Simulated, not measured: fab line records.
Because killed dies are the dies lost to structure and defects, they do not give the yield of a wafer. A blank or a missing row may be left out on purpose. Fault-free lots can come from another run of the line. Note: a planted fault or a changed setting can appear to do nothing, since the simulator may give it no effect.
fab line records	flow berkeley_cmos170
record: lots: 5	wafers: 27
route steps=331 shown START@3 ZERO@12 GATE@141 SPACER@173 PSD@175 PLDD@208 NLDD@209 M3@310
start_h: hours from the record's first day to the start of the lot's first wafer shown	wait_h: hours from the lot's prior step to this one	" same as the row above	L1.1+2: several wafers, shown together as one row	- value missing, or start not given	* or withheld: withheld	< > ~ a bound
route shown NAME@n: NAME is a module with steps in the file, n the number in the route of the first one	usual: mean/standard deviation taken from wafers without a fault	same: alike in all rows	chamber/n: place in a boat	sites: each site's reading	_std_site: the values' standard deviation	_edge_site: outer sites' mean less inner sites'	radius_mm: how far each site lies from the wafer's centre	mask NAME#n: copy n	behind: tool/chamber where the wafer was last shaped	hold: cause of the lot's hold/its duration in hours/its outcome	device: transistor that didn't switch, given as n, p or np	end of line: at the end of the route, the tests of the same wafers	a step without rows: its recipe alone	killed: not the wafer's yield, but the dies lost to structure and defects at the first sort	map: the dies of a wafer, with x for killed, . for not killed, _ for no die there
set.NAME: setting as actually run; set.NAME@STEP: the setting as run at that earlier step	model.NAME: the simulator's own value behind a step, which no gauge read
lots with deliberately changed settings; one table per step, one row per wafer
== steps ==
step: UCB170_START_OXIDATION_02
recipe: temp_c: 950	ambient: O2	target_thk_a: 200	ox_time_s: 1800
lot.wafer	tool	chamber	start_h	wait_h	set.ox_time_s	model.SiO2_of_START_OXIDATION_02.thk_nm
L074.1	furnace-02	0	11.64	1.4	1800	19.89
L074.2	"	0	"	"	1800	19.55
L074.3	"	0	"	"	1800	20.51
L075.1	-	-	-	2.0	901.1	12.54
L075.2	"	-	"	"	901.1	12.44
L075.3	"	-	"	"	901.1	12.79
L075.4	"	-	"	"	901.1	12.5
L075.5	"	-	"	"	901.1	12.67
L075.6	"	-	"	"	901.1	12.55
L076.1	-	-	-	2.7	1800	20.01
L076.2	"	-	"	"	1800	20.08
L076.3	"	-	"	"	1800	20.1
L076.4	"	-	"	"	1800	20.2
L076.5	"	-	"	"	1800	19.96
L076.6	"	-	"	"	1800	20.13
L080.1	-	-	-	1.7	1026	13.75
L080.2	"	-	"	"	1026	13.7
L080.3	"	-	"	"	1026	13.53
L080.4	"	-	"	"	1026	13.55
L080.5	"	-	"	"	1026	13.39
L080.6	"	-	"	"	1026	13.88
L084.1	-	-	-	3.7	2766	25.91
L084.2	"	-	"	"	2766	25.94
L084.3	"	-	"	"	2766	25.55
L084.4	"	-	"	"	2766	25.81
L084.5	"	-	"	"	2766	26.26
L084.6	"	-	"	"	2766	25.67
step: UCB170_START_THK_MEAS_03
recipe: reads: SiO2_of_START_OXIDATION_02
usual: START_OXIDE_THK: 19.9/0.32
lot.wafer	tool	chamber	start_h	wait_h	set.ox_time_s@START_OXIDATION_02	START_OXIDE_THK[nm]
L074.1	film_metro-03	-	13.14	0.0	1800	19.8
L074.2	"	-	"	"	1800	19.5
L074.3	"	-	"	"	1800	20.5
L075.1	film_metro-02	-	-	-	901.1	12.6
L075.2	"	-	"	"	901.1	12.5
L075.3	"	-	"	"	901.1	12.8
L075.4	"	-	"	"	901.1	12.6
L075.5	"	-	"	"	901.1	12.6
L075.6	"	-	"	"	901.1	12.6
L076.1	film_metro-03	-	-	-	1800	20.0
L076.2	"	-	"	"	1800	20.1
L076.3	"	-	"	"	1800	20.1
L076.4	"	-	"	"	1800	20.2
L076.5	"	-	"	"	1800	20.0
L076.6	"	-	"	"	1800	20.2
L080.1	film_metro-02	-	-	-	1026	13.8
L080.2	"	-	"	"	1026	13.7
L080.3	"	-	"	"	1026	13.5
L080.4	"	-	"	"	1026	13.5
L080.5	"	-	"	"	1026	13.4
L080.6	"	-	"	"	1026	13.9
L084.1	film_metro-01	-	-	-	2766	26.0
L084.2	"	-	"	"	2766	25.9
L084.3	"	-	"	"	2766	25.5
L084.4	"	-	"	"	2766	25.8
L084.5	"	-	"	"	2766	26.2
L084.6	"	-	"	"	2766	25.6
step: UCB170_ZERO_ETCH_06
recipe: chemistry: CHF3/CF4/Ar	target: SiO2	time_s: 12	pressure_mtorr: 100	rf_w: 500	CHF3_flow_sccm: 50	cf4_flow_sccm: 10	Ar_flow_sccm: 120	over_etch_frac: 1.58
usual: oes_product_au: 0.614/0.012
lot.wafer	tool	chamber	start_h	wait_h	set.target_depth_a	oes_product_au
L074.1	rie_diel-02	0	17.38	-	516	0.632
L074.2	"	2	"	"	516	0.621
L074.3	"	3	"	"	516	0.598
L075.1	rie_diel-02	0	25.08	-	387.6	0.698
L075.2	"	3	"	"	516	0.608
L075.3	"	1	"	"	387.6	0.713
L075.4	"	2	"	"	516	0.625
L075.5	"	1	"	"	516	0.629
L075.6	"	2	"	"	387.6	0.702
L076.1	rie_diel-02	0	31.43	-	516	0.620
L076.2	"	2	"	"	516	0.612
L076.3	"	3	"	"	516	0.611
L076.4	"	1	"	"	516	0.631
L076.5	"	3	"	"	516	0.609
L076.6	"	2	"	"	516	0.628
L080.1	rie_diel-01	3	48.20	-	516	0.609
L080.2	"	1	"	"	516	0.596
L080.3	"	0	"	"	516	0.614
L080.4	"	0	"	"	516	0.615
L080.5	"	3	"	"	516	0.611
L080.6	"	1	"	"	516	0.605
L084.1	rie_diel-04	2	70.32	-	660.5	0.550
L084.2	"	0	"	"	516	0.607
L084.3	"	3	"	"	660.5	0.543
L084.4	"	3	"	"	516	0.604
L084.5	"	0	"	"	516	0.606
L084.6	"	2	"	"	660.5	0.554
step: UCB170_GATE_ETCH_15
recipe: chemistry: HBr/Cl2	target: poly-Si	stop_on: SiO2	over_etch_frac: 0.3	icp_w: 300	bias_w: 150	time_s: 56.3	pressure_mtorr: 15	HBr_flow_sccm: 150	Cl2_flow_sccm: 50	target_depth_a: 2782
usual: oes_product_au: 0.828/0.014
lot.wafer	tool	chamber	start_h	wait_h	set.target_depth_a	oes_product_au	model.KrF_of_GATE_COAT_07.thk_nm
L075.1	rie_si-02	3	115.89	-	2782	0.843	782.3
L075.2	"	0	"	"	4407	0.652	712.5
L075.3	"	2	"	"	4407	0.619	716.5
L075.4	"	1	"	"	4407	0.617	708.5
L075.5	"	1	"	"	2782	0.824	774.5
L075.6	"	2	"	"	2782	0.827	775.5
L074.1	rie_si-01	1	116.07	-	2782	0.821	777.1
L074.2	"	2	"	"	2782	0.821	778.4
L074.3	"	0	"	"	2782	0.813	780.1
L076.1	rie_si-02	2	130.78	-	1954	0.988	808
L076.2	"	0	"	"	1954	1.024	809.5
L076.3	"	3	"	"	1954	0.993	813.9
L076.4	"	1	"	"	2782	0.821	771.9
L076.5	"	0	"	"	2782	0.854	776
L076.6	"	1	"	"	2782	0.831	775.5
L080.1	rie_si-01	3	149.01	-	2782	0.836	772.7
L080.2	"	0	"	"	2782	0.808	773.6
L080.3	"	2	"	"	2215	0.966	795.1
L080.4	"	1	"	"	2215	0.962	795.8
L080.5	"	1	"	"	2215	0.956	791.3
L080.6	"	2	"	"	2782	0.820	773.4
L084.1	rie_si-01	0	163.56	-	4308	0.616	712.7
L084.2	"	2	"	"	4308	0.634	711.2
L084.3	"	3	"	"	2782	0.828	772.8
L084.4	"	1	"	"	2782	0.820	769.5
L084.5	"	1	"	"	4308	0.631	711.2
L084.6	"	0	"	"	2782	0.812	769.8
step: UCB170_SPACER_ANNEAL_02
recipe: temp_c: 900	time_s: 1800	ambient: N2
lot.wafer	tool	chamber	start_h	wait_h	set.time_s
L074.1+2+3	furnace-01	0	120.36	0.1	1800
L075.1+2+3+4+5+6	-	-	-	0.5	2528
L076.1+2+3+4+5+6	-	-	-	4.2	1275
L080.1+2+3+4+5+6	-	-	-	1.7	722.8
L084.1+2+3+4+5+6	-	-	-	2.8	2111
step: UCB170_SPACER_ETCHBACK_03
recipe: stop_on: Si	target: SiO2	chemistry: CHF3/CF4/Ar	CHF3_flow_sccm: 50	cf4_flow_sccm: 10	Ar_flow_sccm: 120	pressure_mtorr: 200	rf_w: 500	target_depth_a: 3760	time_s: 100
step: UCB170_PSD_HMDS_00
recipe: prime_time_s: 60	prime_temp_c: 100
step: UCB170_SDANNEAL_RS_MEAS_04
recipe: thk_meas_gauge: four-point-probe
usual: PLDD_RS: 1032.4/2.7
lot.wafer	tool	chamber	start_h	wait_h	set.time_s@SPACER_ANNEAL_02	PLDD_RS[ohm/sq]
L074.1	film_metro-03	-	128.19	0.1	1800	1031.3
L074.2	"	-	"	"	1800	1029.8
L074.3	"	-	"	"	1800	1031.6
L075.1	film_metro-01	-	128.64	0.1	2528	1012.1
L075.2	"	-	"	"	2528	1010.7
L075.3	"	-	"	"	2528	1009.5
L075.4	"	-	"	"	2528	1011.4
L075.5	"	-	"	"	2528	1009.6
L075.6	"	-	"	"	2528	1010.5
L076.1	film_metro-01	-	148.25	0.1	1275	1051.6
L076.2	"	-	"	"	1275	1051.9
L076.3	"	-	"	"	1275	1052.7
L076.4	"	-	"	"	1275	1053.0
L076.5	"	-	"	"	1275	1054.4
L076.6	"	-	"	"	1275	1053.0
L080.1	film_metro-02	-	166.08	0.1	722.8	1082.9
L080.2	"	-	"	"	722.8	1081.5
L080.3	"	-	"	"	722.8	1084.0
L080.4	"	-	"	"	722.8	1082.7
L080.5	"	-	"	"	722.8	1080.9
L080.6	"	-	"	"	722.8	1082.8
L084.1	film_metro-01	-	179.31	0.1	2111	1018.1
L084.2	"	-	"	"	2111	1015.5
L084.3	"	-	"	"	2111	1021.0
L084.4	"	-	"	"	2111	1019.3
L084.5	"	-	"	"	2111	1019.4
L084.6	"	-	"	"	2111	1018.4
step: UCB170_SDANNEAL_RS_MEAS_05
recipe: thk_meas_gauge: four-point-probe
usual: NLDD_RS: 616.8/1.3
lot.wafer	tool	chamber	start_h	wait_h	set.time_s@SPACER_ANNEAL_02	NLDD_RS[ohm/sq]
L074.1	film_metro-03	-	128.31	0.1	1800	616.3
L074.2	"	-	"	"	1800	616.2
L074.3	"	-	"	"	1800	616.5
L075.1	film_metro-01	-	128.76	0.1	2528	614.1
L075.2	"	-	"	"	2528	614.3
L075.3	"	-	"	"	2528	614.4
L075.4	"	-	"	"	2528	613.8
L075.5	"	-	"	"	2528	613.1
L075.6	"	-	"	"	2528	614.3
L076.1	film_metro-01	-	148.37	0.1	1275	619.7
L076.2	"	-	"	"	1275	619.2
L076.3	"	-	"	"	1275	619.1
L076.4	"	-	"	"	1275	620.6
L076.5	"	-	"	"	1275	619.5
L076.6	"	-	"	"	1275	618.9
L080.1	film_metro-02	-	166.20	0.1	722.8	625.5
L080.2	"	-	"	"	722.8	625.4
L080.3	"	-	"	"	722.8	624.5
L080.4	"	-	"	"	722.8	624.2
L080.5	"	-	"	"	722.8	624.2
L080.6	"	-	"	"	722.8	625.8
L084.1	film_metro-01	-	179.43	0.1	2111	617.1
L084.2	"	-	"	"	2111	614.8
L084.3	"	-	"	"	2111	615.3
L084.4	"	-	"	"	2111	616.1
L084.5	"	-	"	"	2111	616.6
L084.6	"	-	"	"	2111	616.4
step: UCB170_M3_SPUTTER_01
recipe: material: Al	target_thk_nm: 900	time_s: 120	power_w: 6000	chamber_pressure_pa: 0.5
lot.wafer	tool	chamber	start_h	wait_h	set.time_s	model.Al_of_M3_SPUTTER_01.thk_nm
L075.1	pvd_sputter-03	-	152.79	0.0	120	907.1
L075.2	"	-	"	"	120	919.9
L075.3	"	-	"	"	120	902.9
L075.4	"	-	"	"	120	897.6
L075.5	"	-	"	"	120	898.9
L075.6	"	-	"	"	120	921.4
L074.1	pvd_sputter-04	-	153.05	0.0	120	894.8
L074.2	"	-	"	"	120	896.4
L074.3	"	-	"	"	120	897.9
L076.1	pvd_sputter-02	-	169.35	0.0	120	921.8
L076.2	"	-	"	"	139.4	1059
L076.3	"	-	"	"	120	907.9
L076.4	"	-	"	"	120	907.3
L076.5+6	"	-	"	"	139.4	1056
L080.1	pvd_sputter-04	-	187.94	0.0	120	898.6
L080.2	"	-	"	"	88.55	662.7
L080.3	"	-	"	"	120	905.3
L080.4	"	-	"	"	120	899.5
L080.5	"	-	"	"	88.55	661.8
L080.6	"	-	"	"	88.55	662.9
L084.1+2	pvd_sputter-04	-	197.68	0.0	154.7	1150
L084.3	"	-	"	"	120	891.1
L084.4	"	-	"	"	154.7	1161
L084.5	"	-	"	"	120	896.7
L084.6	"	-	"	"	120	890.5
step: UCB170_M3_RS_MEAS_02
recipe: thk_meas_gauge: four-point-probe	reads: Al_of_M3_SPUTTER_01
usual: M3_AL_RS: 0.0320/0.00037
lot.wafer	tool	chamber	start_h	wait_h	set.time_s@M3_SPUTTER_01	M3_AL_RS[ohm/sq]
L075.1	film_metro-03	-	152.87	0.0	120	0.0319
L075.2	"	-	"	"	120	0.0314
L075.3	"	-	"	"	120	0.0320
L075.4	"	-	"	"	120	0.0322
L075.5	"	-	"	"	120	0.0322
L075.6	"	-	"	"	120	0.0314
L074.1	film_metro-01	-	153.14	0.0	120	0.0324
L074.2	"	-	"	"	120	0.0323
L074.3	"	-	"	"	120	0.0322
L076.1	film_metro-01	-	169.44	0.0	120	0.0314
L076.2	"	-	"	"	139.4	0.0273
L076.3	"	-	"	"	120	0.0319
L076.4	"	-	"	"	120	0.0318
L076.5	"	-	"	"	139.4	0.0273
L076.6	"	-	"	"	139.4	0.0274
L080.1	film_metro-01	-	188.02	0.0	120	0.0322
L080.2	"	-	"	"	88.55	0.0439
L080.3	"	-	"	"	120	0.0319
L080.4	"	-	"	"	120	0.0322
L080.5	"	-	"	"	88.55	0.0439
L080.6	"	-	"	"	88.55	0.0439
L084.1	film_metro-01	-	197.77	0.0	154.7	0.0251
L084.2	"	-	"	"	154.7	0.0251
L084.3	"	-	"	"	120	0.0326
L084.4	"	-	"	"	154.7	0.0249
L084.5	"	-	"	"	120	0.0323
L084.6	"	-	"	"	120	0.0325
step: UCB170_M3_THK_MEAS_03
recipe: thk_meas_gauge: xrf	reads: Al_of_M3_SPUTTER_01
usual: M3_AL_THK: 893/14
lot.wafer	tool	chamber	start_h	wait_h	set.time_s@M3_SPUTTER_01	M3_AL_THK[nm]
L075.1	film_metro-03	-	152.99	0.1	120	899
L075.2	"	-	"	"	120	909
L075.3	"	-	"	"	120	893
L075.4	"	-	"	"	120	886
L075.5	"	-	"	"	120	891
L075.6	"	-	"	"	120	915
L074.1	film_metro-01	-	153.26	0.1	120	878
L074.2	"	-	"	"	120	885
L074.3	"	-	"	"	120	882
L076.1	film_metro-01	-	169.56	0.1	120	907
L076.2	"	-	"	"	139.4	1042
L076.3	"	-	"	"	120	891
L076.4	"	-	"	"	120	892
L076.5	"	-	"	"	139.4	1041
L076.6	"	-	"	"	139.4	1036
L080.1	film_metro-01	-	188.14	0.1	120	885
L080.2	"	-	"	"	88.55	651
L080.3	"	-	"	"	120	887
L080.4	"	-	"	"	120	886
L080.5	"	-	"	"	88.55	647
L080.6	"	-	"	"	88.55	652
L084.1	film_metro-01	-	197.89	0.1	154.7	1126
L084.2	"	-	"	"	154.7	1123
L084.3	"	-	"	"	120	875
L084.4	"	-	"	"	154.7	1134
L084.5	"	-	"	"	120	876
L084.6	"	-	"	"	120	874
step: UCB170_M3_HMDS_04
recipe: prime_time_s: 60	prime_temp_c: 100
step: UCB170_M3_COAT_05
recipe: resist: KrF	spin_rpm: 1500	resist_thk_nm: 900
step: UCB170_M3_ETCH_17
recipe: chemistry: N2/H2	target_depth_a: withheld	overetch_a: withheld	target: BARC	time_s: withheld	source_w: 500	bias_w: 100	pressure_mtorr: 30	n2_flow_sccm: 100	h2_flow_sccm: 200
step: UCB170_M3_METAL_ETCH_18
recipe: chemistry: Cl2/BCl3	target: Al	stop_on: SiO2	pressure_mtorr: 12	target_depth_a: 11700	over_etch_frac: 0.3	time_s: 195	icp_w: 600	bias_w: 120	Cl2_flow_sccm: 90	bcl3_flow_sccm: 45
usual: oes_product_au: 0.864/0.017
lot.wafer	tool	chamber	start_h	wait_h	set.time_s@M3_SPUTTER_01	oes_product_au
L075.1	rie_metal-03	1	156.20	-	120	0.870
L075.2	"	0	"	"	120	0.876
L075.3	"	0	"	"	120	0.861
L075.4	"	1	"	"	120	0.869
L075.5	"	0	"	"	120	0.860
L075.6	"	1	"	"	120	0.878
L074.1	rie_metal-02	0	156.25	-	120	0.859
L074.2	"	1	"	"	120	0.866
L074.3	"	0	"	"	120	0.870
L076.1	rie_metal-02	1	171.89	-	120	0.875
L076.2	"	0	"	"	139.4	0.957
L076.3	"	0	"	"	120	0.873
L076.4	"	1	"	"	120	0.868
L076.5	"	1	"	"	139.4	0.950
L076.6	"	0	"	"	139.4	0.956
L080.1	rie_metal-04	1	191.25	-	120	0.861
L080.2	"	0	"	"	88.55	0.709
L080.3	"	0	"	"	120	0.828
L080.4	"	1	"	"	120	0.870
L080.5	"	0	"	"	88.55	0.705
L080.6	"	1	"	"	88.55	0.743
L084.1	rie_metal-04	1	202.76	-	154.7	0.986
L084.2	"	0	"	"	154.7	0.946
L084.3	"	0	"	"	120	0.829
L084.4	"	1	"	"	154.7	1.001
L084.5	"	1	"	"	120	0.860
L084.6	"	0	"	"	120	0.817
step: UCB170_M3_STRIP_19
recipe: chemistry: O2	power_w: 400	pressure_mtorr: 3500	platen_temp_c: withheld	o2_flow_sccm: 400	overash_fraction: 0.5
step: UCB170_M3_PROBE_99
lot.wafer	tool	chamber	start_h	wait_h	set.target_depth_a@GATE_ETCH_15	model.etest.pldd.line_ohm_um	model.etest.nldd.line_ohm_um	model.etest.pldd.rs_ohm_sq	model.etest.nldd.rs_ohm_sq
L075.1	prober-01	-	156.73	0.1	2782	2086	1484	1094	776.8
L075.2	prober-01	-	156.78	0.1	4407	1860	1367	991.2	731
L075.3	prober-01	-	156.83	0.2	4407	1930	1391	1010	732.6
L075.4	prober-01	-	156.88	0.2	4407	1874	1361	995.3	735.9
L075.5	prober-01	-	156.93	0.2	2782	2024	1410	1111	778.3
L075.6	prober-01	-	156.98	0.2	2782	2014	1424	1105	781.1
L074.1	prober-02	-	156.78	0.1	2782	1814	1270	1107	763.4
L074.2	prober-02	-	156.83	0.1	2782	1876	1269	1144	760.5
L074.3	prober-02	-	156.88	0.2	2782	1792	1258	1094	758.8
L076.1+2+3	prober-01	-	172.42	0.1	1954	-	-	-	-
L076.4	prober-01	-	172.57	0.2	2782	2056	1383	1153	782.1
L076.5	prober-01	-	172.62	0.2	2782	2050	1391	1147	782.1
L076.6	prober-01	-	172.67	0.2	2782	2064	1388	1148	783
L080.1	prober-02	-	191.84	0.1	2782	1783	1176	1122	751.9
L080.3	prober-02	-	191.94	0.2	2215	1874	1208	1213	777.3
L080.4	prober-02	-	191.99	0.2	2215	1793	1202	1194	769.2
L080.5	prober-02	-	192.04	0.2	2215	1854	1209	1194	768.4
L080.6	prober-02	-	192.09	0.2	2782	1780	1174	1155	754.5
L084.1	prober-01	-	203.35	0.1	4308	1702	1254	1010	735.4
L084.2	prober-01	-	203.40	0.1	4308	1584	1262	905.2	730.1
L084.3	prober-01	-	203.45	0.2	2782	1883	1347	1107	769.8
L084.4	prober-01	-	203.50	0.2	2782	1868	1302	1104	767.3
L084.5	prober-01	-	203.55	0.2	4308	1678	1265	971.9	731.6
L084.6	prober-01	-	203.60	0.2	2782	1910	1324	1112	775.8
killed by level:class
L074.1 WELLDRIVE:geometric_particle:open=1 GATE:geometric_particle:short=1 SILICIDE:geometric_particle:open=1
L074.2 GATE:geometric_particle:short=3 M1:geometric_particle:short=2 SACOX:geometric_particle:short=1 SPACER:geometric_particle:short=1
L074.3 V1:geometric_particle:short=1 M3:geometric_particle:short=1
== key ==
split: step: UCB170_START_OXIDATION_02	setting: ox_time_s	stated: 1800	by: lot
response: step: UCB170_START_OXIDATION_02	reading: model.SiO2_of_START_OXIDATION_02.thk_nm	change: +0.129	per: 1%	r: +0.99
response: step: UCB170_START_THK_MEAS_03	reading: START_OXIDE_THK	change: +0.129	per: 1%	r: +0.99
split: step: UCB170_ZERO_ETCH_06	setting: target_depth_a	stated: 516	by: wafer
response: step: UCB170_ZERO_ETCH_06	reading: oes_product_au	change: -0.00262	per: 1%	r: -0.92
split: step: UCB170_GATE_ETCH_15	setting: target_depth_a	stated: 2782	by: wafer
response: step: UCB170_GATE_ETCH_15	reading: oes_product_au	change: -0.00391	per: 1%	r: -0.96
response: step: UCB170_GATE_ETCH_15	reading: model.KrF_of_GATE_COAT_07.thk_nm	change: -1.1	per: 1%	r: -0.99
response: step: UCB170_M3_PROBE_99	reading: model.etest.pldd.line_ohm_um	change: -3.35	per: 1%	r: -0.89
response: step: UCB170_M3_PROBE_99	reading: model.etest.nldd.line_ohm_um	change: -1.17	per: 1%	r: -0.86
response: step: UCB170_M3_PROBE_99	reading: model.etest.pldd.rs_ohm_sq	change: -2.24	per: 1%	r: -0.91
response: step: UCB170_M3_PROBE_99	reading: model.etest.nldd.rs_ohm_sq	change: -0.753	per: 1%	r: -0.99
split: step: UCB170_SPACER_ANNEAL_02	setting: time_s	stated: 1800	by: lot
response: step: UCB170_SDANNEAL_RS_MEAS_04	reading: PLDD_RS	change: -0.727	per: 1%	r: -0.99
response: step: UCB170_SDANNEAL_RS_MEAS_05	reading: NLDD_RS	change: -0.104	per: 1%	r: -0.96
split: step: UCB170_M3_SPUTTER_01	setting: time_s	stated: 120	by: wafer
response: step: UCB170_M3_SPUTTER_01	reading: model.Al_of_M3_SPUTTER_01.thk_nm	change: +9.04	per: 1%	r: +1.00
response: step: UCB170_M3_RS_MEAS_02	reading: M3_AL_RS	change: -0.000333	per: 1%	r: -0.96
response: step: UCB170_M3_THK_MEAS_03	reading: M3_AL_THK	change: +8.85	per: 1%	r: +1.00
response: step: UCB170_M3_METAL_ETCH_18	reading: oes_product_au	change: +0.00503	per: 1%	r: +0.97
